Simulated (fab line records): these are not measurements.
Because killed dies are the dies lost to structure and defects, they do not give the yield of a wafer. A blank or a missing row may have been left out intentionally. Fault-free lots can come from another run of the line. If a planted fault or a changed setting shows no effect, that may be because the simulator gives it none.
fab line records -- flow rit-cmos
record: lots: 14, wafers: 42, last-day: 7
route steps=202 shown ACTIVE@5 GATE@84 PLDD@120 M1@194
lots untouched by any fault: they come from a run of this same line in which no faults occurred
start-h: hours from the record's first day to the start of the lot's first wafer shown -- wait-h: time in hours since the lot's previous step -- " the same as in the row above -- L1.1+2: several wafers, shown together as one row -- - no value present, or no start provided -- * or withheld: withheld -- < > ~ a bound
route shown NAME@n: NAME is a module with steps in the file, n the number in the route of the first one -- usual: mean and standard deviation over wafers with no fault -- same: alike in all rows -- chamber/n: place in a boat -- sites: the reading at each site -- _std_site: standard deviation of those values -- _edge_site: outer sites' mean less inner sites' -- radius-mm: for every site, how far away it sits from the centre of the wafer -- mask NAME#n: copy n -- behind: tool/chamber where the wafer was last shaped -- hold: the reason the lot was held/the length of the hold in hours/how it ended -- device: names the non-switching transistor (n, p or np) -- end of line: the same wafers' tests at the end of the route -- step lacking rows: just its recipe -- killed: not the wafer's yield, but the dies lost to structure and defects at the first sort -- map: per-die view of a wafer (x killed, . not killed, _ where there is no die)
set.NAME: the run value of the setting; set.NAME@STEP: its run value at that earlier step -- model.NAME: the simulator's own value behind a step, which no gauge read
a sample of lots followed through the steps of the route, with each step as a table and each wafer as a row
services: when a tool's chamber went out of use (start-h, in hours from the record's first day, below 0 if earlier), for how many hours, and the reason
== steps ==
step: RIT_ACTIVE_THK_MEAS_04
recipe: reads: Si3N4_of_ACTIVE_CVD_03
usual: ACTIVE_NITRIDE_THK: 149.7/1.6
lot.wafer,tool,chamber,start-h,wait-h,ACTIVE_NITRIDE_THK[nm]
L888.1,film-metro-01,-,13.53,0.0,150.0
L888.2,film-metro-01,-,13.53,0.0,150.0
L888.4,film-metro-01,-,13.53,0.0,149.9
L890.3,film-metro-03,-,23.55,0.0,148.1
L890.5,film-metro-03,-,23.55,0.0,148.4
L890.6,film-metro-03,-,23.55,0.0,147.9
L891.2,film-metro-03,-,28.54,0.0,150.5
L891.4,film-metro-03,-,28.54,0.0,151.0
L891.6,film-metro-03,-,28.54,0.0,149.5
L892.1,film-metro-01,-,33.53,0.0,148.8
L892.2,film-metro-01,-,33.53,0.0,149.1
L892.4,film-metro-01,-,33.53,0.0,148.2
L893.1,film-metro-02,-,39.50,0.0,152.3
L893.2,film-metro-02,-,39.50,0.0,150.7
L893.4,film-metro-02,-,39.50,0.0,151.9
L895.2,film-metro-01,-,49.48,0.0,150.0
L895.3,film-metro-01,-,49.48,0.0,149.0
L895.6,film-metro-01,-,49.48,0.0,150.0
L897.1,film-metro-03,-,58.53,0.0,148.9
L897.3,film-metro-03,-,58.53,0.0,149.0
L897.5,film-metro-03,-,58.53,0.0,148.3
L898.1,film-metro-02,-,63.53,0.0,150.8
L898.2,film-metro-02,-,63.53,0.0,151.7
L898.6,film-metro-02,-,63.53,0.0,151.5
L902.1,film-metro-03,-,84.37,0.0,154.0
L902.2,film-metro-03,-,84.37,0.0,153.2
L902.3,film-metro-03,-,84.37,0.0,153.9
L907.4,film-metro-03,-,108.56,0.0,150.1
L907.5,film-metro-03,-,108.56,0.0,150.3
L907.6,film-metro-03,-,108.56,0.0,152.0
L908.1,film-metro-03,-,113.57,0.0,150.1
L908.2,film-metro-03,-,113.57,0.0,149.2
L908.5,film-metro-03,-,113.57,0.0,148.9
L909.2,film-metro-03,-,118.54,0.0,149.3
L909.3,film-metro-03,-,118.54,0.0,148.1
L909.5,film-metro-03,-,118.54,0.0,148.4
L910.2,film-metro-03,-,123.54,0.0,149.7
L910.4,film-metro-03,-,123.54,0.0,151.3
L910.5,film-metro-03,-,123.54,0.0,150.3
L911.1,film-metro-03,-,128.53,0.0,149.6
L911.3,film-metro-03,-,128.53,0.0,149.8
L911.5,film-metro-03,-,128.53,0.0,149.4
step: RIT_GATE_CVD_08
recipe: material: poly-Si, target-thk-nm: 250, temp-c: 610, precursor: SiH4, time-s: 2220, pressure-mtorr: 300, sih4-flow-sccm: 100
usual: spike-tc-load-C: 630.2/1.5
lot.wafer,tool,chamber,start-h,wait-h,spike-tc-load-C
L888.1,lpcvd-01,1,34.36,0.6,626.9
L888.2,lpcvd-01,1,34.36,0.6,627.8
L888.4,lpcvd-01,1,34.36,0.6,627.3
L890.3,lpcvd-01,0,43.02,0.0,630.5
L890.5,lpcvd-01,0,43.02,0.0,629.9
L890.6,lpcvd-01,0,43.02,0.0,630.5
L891.2,lpcvd-01,0,49.38,0.0,631.3
L891.4,lpcvd-01,0,49.38,0.0,630.7
L891.6,lpcvd-01,0,49.38,0.0,630.7
L892.1,lpcvd-01,0,54.16,0.1,629.2
L892.2,lpcvd-01,0,54.16,0.1,631.1
L892.4,lpcvd-01,0,54.16,0.1,629.4
L893.1,lpcvd-01,0,63.53,1.2,630.4
L893.2,lpcvd-01,0,63.53,1.2,630.6
L893.4,lpcvd-01,0,63.53,1.2,631.4
L895.2,lpcvd-01,1,71.32,1.5,627.1
L895.3,lpcvd-01,1,71.32,1.5,628.2
L895.6,lpcvd-01,1,71.32,1.5,626.5
L897.1,lpcvd-02,0,83.31,0.5,629.5
L897.3,lpcvd-02,0,83.31,0.5,631.4
L897.5,lpcvd-02,0,83.31,0.5,630.6
L898.1,lpcvd-02,1,86.05,0.1,628.8
L898.2,lpcvd-02,1,86.05,0.1,629.3
L898.6,lpcvd-02,1,86.05,0.1,629.6
L902.1,lpcvd-01,0,104.86,0.4,630.4
L902.2,lpcvd-01,0,104.86,0.4,632.1
L902.3,lpcvd-01,0,104.86,0.4,631.1
L907.4,lpcvd-01,0,129.69,0.0,629.8
L907.5,lpcvd-01,0,129.69,0.0,631.6
L907.6,lpcvd-01,0,129.69,0.0,632.5
L908.1,lpcvd-01,0,133.68,0.1,630.5
L908.2,lpcvd-01,0,133.68,0.1,630.3
L908.5,lpcvd-01,0,133.68,0.1,632.6
L909.2,lpcvd-01,0,139.69,0.0,631.3
L909.3,lpcvd-01,0,139.69,0.0,628.0
L909.5,lpcvd-01,0,139.69,0.0,630.9
L910.2,lpcvd-01,1,144.20,0.0,628.2
L910.4,lpcvd-01,1,144.20,0.0,626.6
L910.5,lpcvd-01,1,144.20,0.0,626.9
L911.1,lpcvd-01,0,149.06,0.1,633.3
L911.3,lpcvd-01,0,149.06,0.1,630.9
L911.5,lpcvd-01,0,149.06,0.1,631.3
step: RIT_GATE_THK_MEAS_09
recipe: reads: poly-Si_of_GATE_CVD_08
usual: GATE_POLY_THK: 247.9/2.1
lot.wafer,tool,chamber,start-h,wait-h,GATE_POLY_THK[nm]
L888.1,film-metro-01,-,35.98,0.0,249.2
L888.2,film-metro-01,-,35.98,0.0,246.0
L888.4,film-metro-01,-,35.98,0.0,248.4
L890.3,film-metro-01,-,44.65,0.0,249.5
L890.5,film-metro-01,-,44.65,0.0,250.0
L890.6,film-metro-01,-,44.65,0.0,248.7
L891.2,film-metro-04,-,51.01,0.0,245.3
L891.4,film-metro-04,-,51.01,0.0,245.1
L891.6,film-metro-04,-,51.01,0.0,246.6
L892.1,film-metro-01,-,55.79,0.0,249.0
L892.2,film-metro-01,-,55.79,0.0,247.1
L892.4,film-metro-01,-,55.79,0.0,247.8
L893.1,film-metro-03,-,65.15,0.0,249.6
L893.2,film-metro-03,-,65.15,0.0,245.3
L893.4,film-metro-03,-,65.15,0.0,246.9
L895.2,film-metro-04,-,72.95,0.0,248.5
L895.3,film-metro-04,-,72.95,0.0,249.5
L895.6,film-metro-04,-,72.95,0.0,249.9
L897.1,film-metro-01,-,84.92,0.0,183.1
L897.3,film-metro-01,-,84.92,0.0,182.1
L897.5,film-metro-01,-,84.92,0.0,183.3
L898.1,film-metro-01,-,87.67,0.0,183.0
L898.2,film-metro-01,-,87.67,0.0,181.3
L898.6,film-metro-01,-,87.67,0.0,182.5
L902.1,film-metro-03,-,106.48,0.0,249.4
L902.2,film-metro-03,-,106.48,0.0,249.3
L902.3,film-metro-03,-,106.48,0.0,249.4
L907.4,film-metro-03,-,131.34,0.0,245.6
L907.5,film-metro-03,-,131.34,0.0,244.3
L907.6,film-metro-03,-,131.34,0.0,245.5
L908.1,film-metro-01,-,135.29,0.0,250.3
L908.2,film-metro-01,-,135.29,0.0,249.3
L908.5,film-metro-01,-,135.29,0.0,252.6
L909.2,film-metro-01,-,141.31,0.0,249.1
L909.3,film-metro-01,-,141.31,0.0,250.2
L909.5,film-metro-01,-,141.31,0.0,247.6
L910.2,film-metro-01,-,145.82,0.0,246.2
L910.4,film-metro-01,-,145.82,0.0,245.8
L910.5,film-metro-01,-,145.82,0.0,244.0
L911.1,film-metro-04,-,150.67,0.0,249.6
L911.3,film-metro-04,-,150.67,0.0,249.9
L911.5,film-metro-04,-,150.67,0.0,250.7
step: RIT_GATE_ETCH_19
recipe: chemistry: SF6/CHF3/O2, time-s: 165, SF6_flow_sccm: 30, CHF3_flow_sccm: 30, O2_flow_sccm: 5, target: poly-Si, pressure-mtorr: 40, rf-w: 160, target-depth-a: 3125, over-etch-frac: 0.25, stop-on: SiO2
usual: drypump-motor-current-A: 5.4/0.39, he-backside-leak-sccm: 2.6/0.39, oes-product-au: 0.837/0.013, throttle-valve-pct: 10.21/0.12
lot.wafer,tool,chamber,start-h,wait-h,drypump-motor-current-A,he-backside-leak-sccm,oes-product-au,rf-hours-counter-h,throttle-valve-pct
L888.1,rie-si-02,3,37.23,0.1,4.9,2.9,0.832,11,10.41
L888.2,rie-si-02,0,37.23,0.1,5.6,2.6,0.833,58,10.04
L888.4,rie-si-02,1,37.23,0.1,5.5,2.2,0.826,65,10.10
L890.3,rie-si-02,2,45.85,0.1,6.1,2.3,0.857,1,10.10
L890.5,rie-si-02,0,45.85,0.1,5.6,2.3,0.846,-,10.04
L890.6,rie-si-02,1,45.85,0.1,5.4,2.3,0.837,-,10.10
L891.2,rie-si-01,1,52.37,0.1,5.8,2.5,0.834,6,10.27
L891.4,rie-si-01,2,52.37,0.1,4.9,2.6,0.820,43,10.30
L891.6,rie-si-01,3,52.37,0.1,5.2,2.4,0.840,-,10.15
L892.1,rie-si-02,2,57.12,0.1,6.0,2.4,0.850,1,10.08
L892.2,rie-si-02,1,57.12,0.1,5.5,2.2,0.830,66,10.10
L892.4,rie-si-02,0,57.12,0.1,5.6,2.2,0.842,59,10.06
L893.1,rie-si-01,0,66.49,0.1,5.1,3.5,0.836,40,10.24
L893.2,rie-si-01,1,66.49,0.1,5.8,2.5,0.834,7,10.27
L893.4,rie-si-01,2,66.49,0.1,4.9,2.7,0.817,43,10.28
L895.2,rie-si-01,0,74.16,0.1,5.1,3.4,0.832,40,10.26
L895.3,rie-si-01,3,74.16,0.1,5.2,4.6,0.848,104,10.15
L895.6,rie-si-01,3,74.16,0.1,5.2,2.4,0.857,-,10.17
L897.1,rie-si-01,0,86.17,0.1,5.1,3.2,0.678,40,10.27
L897.3,rie-si-01,3,86.17,0.1,5.2,2.3,0.693,104,10.15
L897.5,rie-si-01,3,86.17,0.1,5.2,2.4,0.691,-,10.16
L898.1,rie-si-02,2,89.12,0.1,6.0,2.6,0.693,2,10.10
L898.2,rie-si-02,1,89.12,0.1,5.5,2.3,0.674,66,10.11
L898.6,rie-si-02,3,89.12,0.1,4.9,2.9,0.682,-,10.42
L902.1,rie-si-01,0,107.95,0.1,5.1,3.3,0.824,40,10.25
L902.2,rie-si-01,2,107.95,0.1,4.9,2.6,0.824,44,10.29
L902.3,rie-si-01,1,107.95,0.1,5.8,2.5,0.849,7,10.26
L907.4,rie-si-01,1,132.67,0.1,5.8,2.4,0.838,7,10.26
L907.5,rie-si-01,2,132.67,0.1,4.9,2.6,0.807,-,10.30
L907.6,rie-si-01,1,132.67,0.1,5.8,2.5,0.832,-,10.27
L908.1,rie-si-02,1,136.51,0.1,5.5,2.2,0.830,66,10.11
L908.2,rie-si-02,3,136.51,0.1,4.9,3.0,0.828,12,10.44
L908.5,rie-si-02,1,136.51,0.1,5.5,2.3,0.847,-,10.11
L909.2,rie-si-01,3,142.69,0.1,5.2,2.4,0.860,105,10.16
L909.3,rie-si-01,0,142.69,0.1,5.1,3.3,0.828,40,10.24
L909.5,rie-si-01,0,142.69,0.1,5.1,3.4,0.824,-,10.25
L910.2,rie-si-02,2,147.16,0.1,6.1,2.3,0.844,2,10.09
L910.4,rie-si-02,3,147.16,0.1,4.9,3.0,0.829,-,10.42
L910.5,rie-si-02,2,147.16,0.1,6.0,2.5,0.844,-,10.08
L911.1,rie-si-01,3,152.03,0.1,5.2,2.5,0.856,105,10.16
L911.3,rie-si-01,2,152.03,0.1,4.9,2.4,0.827,44,10.30
L911.5,rie-si-01,2,152.03,0.1,4.9,2.4,0.828,-,10.29
step: RIT_PLDD_OVL_MEAS_06
usual: PLDD_OVL: 0.6/1.6
lot.wafer,tool,chamber,start-h,wait-h,PLDD_OVL[nm]
L888.1,overlay-01,-,44.40,-,-1.1
L888.2,overlay-01,-,44.40,-,1.1
L888.4,overlay-01,-,44.40,-,0.6
L890.3,overlay-02,-,52.37,-,-1.4
L890.5,overlay-02,-,52.37,-,-1.0
L890.6,overlay-02,-,52.37,-,1.7
L891.2,overlay-01,-,58.15,-,-0.4
L891.4,overlay-01,-,58.15,-,1.4
L891.6,overlay-01,-,58.15,-,0.0
L892.1,overlay-01,-,63.82,-,3.0
L892.2,overlay-01,-,63.82,-,3.0
L892.4,overlay-01,-,63.82,-,2.7
L893.1,overlay-02,-,73.65,-,2.4
L893.2,overlay-02,-,73.65,-,0.8
L893.4,overlay-02,-,73.65,-,0.9
L895.2,overlay-02,-,80.45,-,-1.1
L895.3,overlay-02,-,80.45,-,0.1
L895.6,overlay-02,-,80.45,-,-0.4
L897.1,overlay-01,-,92.12,-,0.6
L897.3,overlay-01,-,92.12,-,2.0
L897.5,overlay-01,-,92.12,-,1.6
L898.1,overlay-02,-,94.96,-,-1.7
L898.2,overlay-02,-,94.96,-,-1.4
L898.6,overlay-02,-,94.96,-,-3.3
L902.1,overlay-02,-,113.76,-,0.2
L902.2,overlay-02,-,113.76,-,0.9
L902.3,overlay-02,-,113.76,-,1.8
L907.4,overlay-02,-,138.62,-,1.7
L907.5,overlay-02,-,138.62,-,3.6
L907.6,overlay-02,-,138.62,-,2.7
L908.1,overlay-02,-,142.62,-,0.1
L908.2,overlay-02,-,142.62,-,3.6
L908.5,overlay-02,-,142.62,-,1.0
L909.2,overlay-01,-,148.70,-,1.3
L909.3,overlay-01,-,148.70,-,0.4
L909.5,overlay-01,-,148.70,-,-0.3
L910.2,overlay-01,-,153.02,-,1.9
L910.4,overlay-01,-,153.02,-,2.5
L910.5,overlay-01,-,153.02,-,2.1
L911.1,overlay-02,-,158.34,-,1.2
L911.3,overlay-02,-,158.34,-,1.1
L911.5,overlay-02,-,158.34,-,-0.6
step: RIT_M1_OVL_MEAS_10
usual: M1_OVL: 0.6/1.3
lot.wafer,tool,chamber,start-h,wait-h,M1_OVL[nm]
L888.1,overlay-01,-,55.67,0.1,1.3
L888.2,overlay-01,-,55.67,0.1,-0.5
L888.4,overlay-01,-,55.67,0.1,-0.3
L890.3,overlay-02,-,64.03,0.1,0.4
L890.5,overlay-02,-,64.03,0.1,0.6
L890.6,overlay-02,-,64.03,0.1,0.3
L891.2,overlay-02,-,69.58,0.1,-2.0
L891.4,overlay-02,-,69.58,0.1,-1.1
L891.6,overlay-02,-,69.58,0.1,0.7
L892.1,overlay-01,-,75.36,0.1,0.7
L892.2,overlay-01,-,75.36,0.1,1.3
L892.4,overlay-01,-,75.36,0.1,-0.3
L893.1,overlay-02,-,86.41,0.1,-0.8
L893.2,overlay-02,-,86.41,0.1,0.9
L893.4,overlay-02,-,86.41,0.1,-0.3
L895.2,overlay-02,-,92.02,0.1,-0.8
L895.3,overlay-02,-,92.02,0.1,-3.2
L895.6,overlay-02,-,92.02,0.1,-0.5
L897.1,overlay-02,-,104.08,0.1,0.9
L897.3,overlay-02,-,104.08,0.1,1.8
L897.5,overlay-02,-,104.08,0.1,0.4
L898.1,overlay-01,-,106.67,0.1,2.8
L898.2,overlay-01,-,106.67,0.1,0.5
L898.6,overlay-01,-,106.67,0.1,-1.8
L902.1,overlay-02,-,125.62,0.1,0.7
L902.2,overlay-02,-,125.62,0.1,0.4
L902.3,overlay-02,-,125.62,0.1,-0.8
L907.4,overlay-02,-,150.32,0.1,2.8
L907.5,overlay-02,-,150.32,0.1,0.4
L907.6,overlay-02,-,150.32,0.1,3.3
L908.1,overlay-02,-,153.94,0.1,0.5
L908.2,overlay-02,-,153.94,0.1,-2.5
L908.5,overlay-02,-,153.94,0.1,-0.3
L909.2,overlay-01,-,159.97,0.1,0.2
L909.3,overlay-01,-,159.97,0.1,1.1
L909.5,overlay-01,-,159.97,0.1,1.6
L910.2,overlay-01,-,165.20,0.1,1.9
L910.4,overlay-01,-,165.20,0.1,2.7
L910.5,overlay-01,-,165.20,0.1,0.8
L911.1,overlay-01,-,169.84,0.1,1.1
L911.3,overlay-01,-,169.84,0.1,0.7
L911.5,overlay-01,-,169.84,0.1,-0.8
step: RIT_M1_PROBE_99
usual: killed_at_M0_to_M3: 0.0/0.18, killed-at-contacts: 0.1/0.38, killed-at-front-end: 6.9/2.9, killed-dies: 7.1/3, killed-open: 3.5/2.1, killed-short: 3.5/2
same: gross-dies: 264, killed_at_M4_up: 0, killed-at-back-side: 0, killed-at-other: 0
lot.wafer,tool,chamber,start-h,wait-h,killed_at_M0_to_M3,killed-at-contacts,killed-at-front-end,killed-dies,killed-open,killed-short
L910.2,prober-01,-,168.49,0.1,0,0,5,5,2,3
L910.4,prober-01,-,168.59,0.2,0,0,6,6,3,3
L910.5,prober-01,-,168.64,0.2,0,0,5,5,4,1
killed by level:class
L910.2 FOX1:geometric-particle:open=1 FOX1:geometric-particle:short=1 GATE:geometric-particle:short=1 REOX:geometric-particle:short=1 SPACER:geometric-particle:open=1
L910.4 GATE:geometric-particle:short=2 SPACER:geometric-particle:open=2 FOX1:geometric-particle:open=1 REOX:geometric-particle:short=1
L910.5 SPACER:geometric-particle:open=2 GATE:geometric-particle:open=1 SPACER:geometric-particle:short=1 SILICIDE:geometric-particle:open=1
== services ==
tool,chamber,start-h,hours,kind
lpcvd-01,-,27.07,1.3,repair
lpcvd-01,-,33.53,0.8,pm
lpcvd-02,-,34.54,0.7,repair
lpcvd-02,-,58.56,14.6,pm
rie-si-01,2,89.48,2.6,repair
rie-si-02,0,125.94,41.4,repair
rie-si-02,2,144.82,1.8,repair
== key ==
first-sign: step: RIT_GATE_THK_MEAS_09, reading: GATE_POLY_THK, direction: down, sigmas: 31, usual: 247.9, struck: 182.5
effect: step: RIT_GATE_ETCH_19, reading: oes-product-au, direction: down, sigmas: 12, usual: 0.837, struck: 0.685
met-at RIT_GATE_CVD_08
struck-lots L897,L898
tester-left-out L897,L898
not-acting-at RIT_ACTIVE_THK_MEAS_04,RIT_PLDD_OVL_MEAS_06,RIT_M1_OVL_MEAS_10
fault: kind: process-parameter-drift, tool: lpcvd-02, chamber: -, onset-h: 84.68, steps: RIT_GATE_CVD_08, channel: target-thk-nm, offset: -65.116, shape: step, end-h: 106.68, acts-in: these-recipes-only, stated: 250
tester-left-out: of these lots the tester's yield and bins aren't shown, on N5 and GAA mostly nor the transistor test; their killed dies are dies lost to structure and defects alone, not to doping, threshold or leakage, so they don't give the yield
